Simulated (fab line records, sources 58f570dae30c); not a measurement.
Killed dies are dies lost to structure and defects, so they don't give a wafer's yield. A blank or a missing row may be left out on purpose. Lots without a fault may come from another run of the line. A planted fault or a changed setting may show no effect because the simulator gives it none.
Tool commonality check | flow berkeley_cmos170 | 13 lots, 39 wafers sampled

WHY IT WAS OPENED
At UCB170_CONTACT_THK_MEAS_02 the reading CONTACT_PSG_THK is flagged on 1 of 13 lots. Wafers without a fault read 700 nm, standard deviation 5.3.
Rule: a lot is flagged when every wafer of it that has a number lies more than 4 standard deviations from that mean, or none has a number. The other lots count as sound.

lot  | measured     | on            | CONTACT_PSG_THK (nm), wafer by wafer | flag
L932 | day 8 08:58  | film_metro-03 | 701 709 698                          |
L933 | day 9 00:38  | film_metro-02 | 706 700 703                          |
L934 | day 9 00:38  | film_metro-01 | 698 709 704                          |
L937 | day 9 11:43  | film_metro-02 | 704 708 709                          |
L940 | day 9 23:47  | film_metro-01 | 697 696 694                          |
L939 | day 9 23:47  | film_metro-03 | 705 696 697                          |
L938 | day 10 00:08 | film_metro-02 | 702 703 705                          |
L945 | day 11 06:15 | film_metro-03 | 553 557 559                          | FLAGGED
L948 | day 11 06:16 | film_metro-01 | 693 694 696                          |
L949 | day 11 12:55 | film_metro-01 | 703 702 697                          |
L950 | day 11 12:56 | film_metro-03 | 696 699 689                          |
L951 | day 12 12:05 | film_metro-02 | 697 695 697                          |
L955 | day 12 19:58 | film_metro-03 | 692 696 688                          |
The numbers of the flagged lots are 556 nm on average: -144 nm against the usual, or -27 standard deviations.

WHICH TOOL RAN EACH LOT
The record holds 2 process steps before the reading, out of a route of 331 steps. In each cell: the tool, then ch and the chambers that the sampled wafers went through, then the start.
lot  | flag    | UCB170_PLDD_STRIP_10                 | UCB170_CONTACT_CVD_01
L932 |         | plasma_asher-04 ch 0,1, day 7 14:55  | lpcvd-02 ch 1, day 8 07:10
L933 |         | plasma_asher-01 ch 0,1, day 8 05:44  | lpcvd-01 ch 0, day 8 22:51
L934 |         | plasma_asher-01 ch 0,1, day 8 06:01  | lpcvd-01 ch 1, day 8 22:51
L937 |         | plasma_asher-01 ch 0,1, day 8 17:36  | lpcvd-01 ch 1, day 9 09:56
L940 |         | plasma_asher-03 ch 0, day 9 06:56    | lpcvd-02 ch 0, day 9 21:59
L939 |         | plasma_asher-04 ch 0,1, day 9 06:42  | lpcvd-02 ch 1, day 9 21:59
L938 |         | plasma_asher-04 ch 0,1, day 9 08:06  | lpcvd-01 ch 0, day 9 21:28
L945 | FLAGGED | plasma_asher-03 ch 0,1, day 10 11:47 | lpcvd-01 ch 1, day 11 04:27
L948 |         | plasma_asher-04 ch 0,1, day 10 11:19 | lpcvd-01 ch 0, day 11 04:27
L949 |         | plasma_asher-04 ch 0,1, day 10 19:22 | lpcvd-02 ch 1, day 11 11:08
L950 |         | plasma_asher-03 ch 0,1, day 10 19:10 | lpcvd-02 ch 1, day 11 11:08
L951 |         | plasma_asher-03 ch 0,1, day 11 17:23 | lpcvd-01 ch 0, day 12 10:18
L955 |         | plasma_asher-03 ch 0,1, day 12 03:40 | lpcvd-02 ch 0, day 12 18:11
What these steps do:
- UCB170_PLDD_STRIP_10: strips in O2.
- UCB170_CONTACT_CVD_01: deposits PSG from SiH4/O2/PH3, target thk 700 nm, time 2820 s.
- UCB170_CONTACT_THK_MEAS_02

FLAGGED OVER TOTAL, TOOL BY TOOL (the gauges that took the reading come last)
step                       | tool            | lots run | flagged | share of the flagged lots | sound lots run after its first flagged lot
UCB170_PLDD_STRIP_10       | plasma_asher-01 | 3        | 0       | none                      | -
UCB170_PLDD_STRIP_10       | plasma_asher-03 | 5        | 1       | all                       | 3 (L950,L951,L955)
UCB170_PLDD_STRIP_10       | plasma_asher-04 | 5        | 0       | none                      | -
UCB170_CONTACT_CVD_01      | lpcvd-01        | 7        | 1       | all                       | 1 (L951)
UCB170_CONTACT_CVD_01      | lpcvd-02        | 6        | 0       | none                      | -
UCB170_CONTACT_THK_MEAS_02 | film_metro-01   | 4        | 0       | none                      | -
UCB170_CONTACT_THK_MEAS_02 | film_metro-02   | 4        | 0       | none                      | -
UCB170_CONTACT_THK_MEAS_02 | film_metro-03   | 5        | 1       | all                       | 2 (L950,L955)

WHAT THE TABLE ALLOWS
3 rows of the table ran every flagged lot: plasma_asher-03 at UCB170_PLDD_STRIP_10, lpcvd-01 at UCB170_CONTACT_CVD_01, film_metro-03 at UCB170_CONTACT_THK_MEAS_02.
- plasma_asher-03 at UCB170_PLDD_STRIP_10: 1 of its 5 lots flagged. Sound lots ran on it after the first flagged one (L950, L951, L955), which a lasting fault on the whole tool wouldn't allow.
- lpcvd-01 at UCB170_CONTACT_CVD_01: 1 of its 7 lots flagged. Sound lots ran on it after the first flagged one (L951), which a lasting fault on the whole tool wouldn't allow.
- film_metro-03 at UCB170_CONTACT_THK_MEAS_02: 1 of its 5 lots flagged. Sound lots ran on it after the first flagged one (L950, L955), which a lasting fault on the whole tool wouldn't allow.
No row of the table ran every flagged lot and no sound lot after the first.

WHAT THE SIMULATOR HAD PUT IN
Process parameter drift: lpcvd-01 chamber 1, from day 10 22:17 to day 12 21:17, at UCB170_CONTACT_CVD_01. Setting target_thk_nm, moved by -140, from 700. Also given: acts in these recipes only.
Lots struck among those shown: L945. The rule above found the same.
